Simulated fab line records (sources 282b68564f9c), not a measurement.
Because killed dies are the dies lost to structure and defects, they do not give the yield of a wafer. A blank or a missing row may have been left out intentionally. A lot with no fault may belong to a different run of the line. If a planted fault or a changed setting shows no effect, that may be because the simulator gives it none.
Problem report in the 8D (eight disciplines) form, filled by code / flow ritCmos / the parts of the form that need people (team, actions taken, sign-off) are left out

== 1. WHAT IS WRONG ==
Mean of o2FlowSccm at RIT_PWELL_STRIP_09: 4800 sccm across 4 wafers in 2 lots; on wafers with no fault it is 4000 sccm (standard deviation 12). Measured from the usual mean, that is +67 standard deviations.
The step: strips in O2, time 180 s.
First observed at day 4 16:44: wafer L551.2, on plasmaAsher-02. Wafers with a number at this step in the record: 42, from 14 lots. The rule behind "out" and "out of limits": a value lying over 4 standard deviations away from the usual mean. The other wafers with a number count as sound.

== 2. WHAT IT IS, WHAT IT ISN'T ==
question=which readings at this step | is=o2FlowSccm | is not=drypumpMotorCurrentA
question=which lots | is=L551, L552 | is not=L538, L539, L540, L541, L542, L543, L546, L556, L557, L558, L559, L560
question=which wafers of those lots | is=L551.2, L551.6, L552.4, L552.5 | is not=L551.5, L552.3
question=read on which tools | is=plasmaAsher-02 | is not=plasmaAsher-03, plasmaAsher-04
question=when | is=from day 4 16:44 | is not=up to then (22 sound wafers); but 16 sound wafers of L552, L556, L557, L558, L559, L560 came after

== 3. THE SUSPECTS, EACH WITH WHAT RULES IT OUT ==
Counting: any tool at a process step up to the reading remains a suspect provided it ran every lot that is out. Sound lots after the first of them don't rule it out here, since some wafers of a struck lot are sound.
- plasmaAsher-02 at RIT_PWELL_STRIP_09 (strips in O2, time 180 s): kept. It processed each lot that is out (first: L551, day 4 16:44); up to then, its last sound lot is L543 (day 3 00:18). Its own o2FlowSccm readings are out on those wafers.
- The sound lot-mates ran in chamber 1 of plasmaAsher-02 at RIT_PWELL_STRIP_09, but the wafers that are out ran in chamber 0.
Left after counting: plasmaAsher-02 at RIT_PWELL_STRIP_09.

== 4. THE CAUSE (what the simulator had put in) ==
plasmaAsher-02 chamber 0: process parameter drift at RIT_PWELL_STRIP_09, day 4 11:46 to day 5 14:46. The setting o2FlowSccm was moved by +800, starting from 4000. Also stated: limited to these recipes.
The count eliminated every tool but this one.

== 5. THE EFFECT CHAIN, in route order ==
One row per reading whose mean, taken over the struck wafers that have a number, lies over 3 standard deviations from the usual. Only readings whose record carries a usual standard deviation are examined. hours: median over the lots of the time between each lot's start at the first step of this table that gives one and its start at this step. sigmas: the change, counted in usual standard deviations.
hours=0; step=RIT_PWELL_STRIP_09; reading=o2FlowSccm; usual=4000 sccm; on struck wafers=4800; change=+800; sigmas=+67
Process steps it contains:
- RIT_PWELL_STRIP_09: strips in O2, time 180 s.

== 6. HOW IT WOULD HAVE BEEN CAUGHT EARLIER ==
In this record the first reading out of limits was taken at day 4 16:44, 5 hours after the fault began at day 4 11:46.
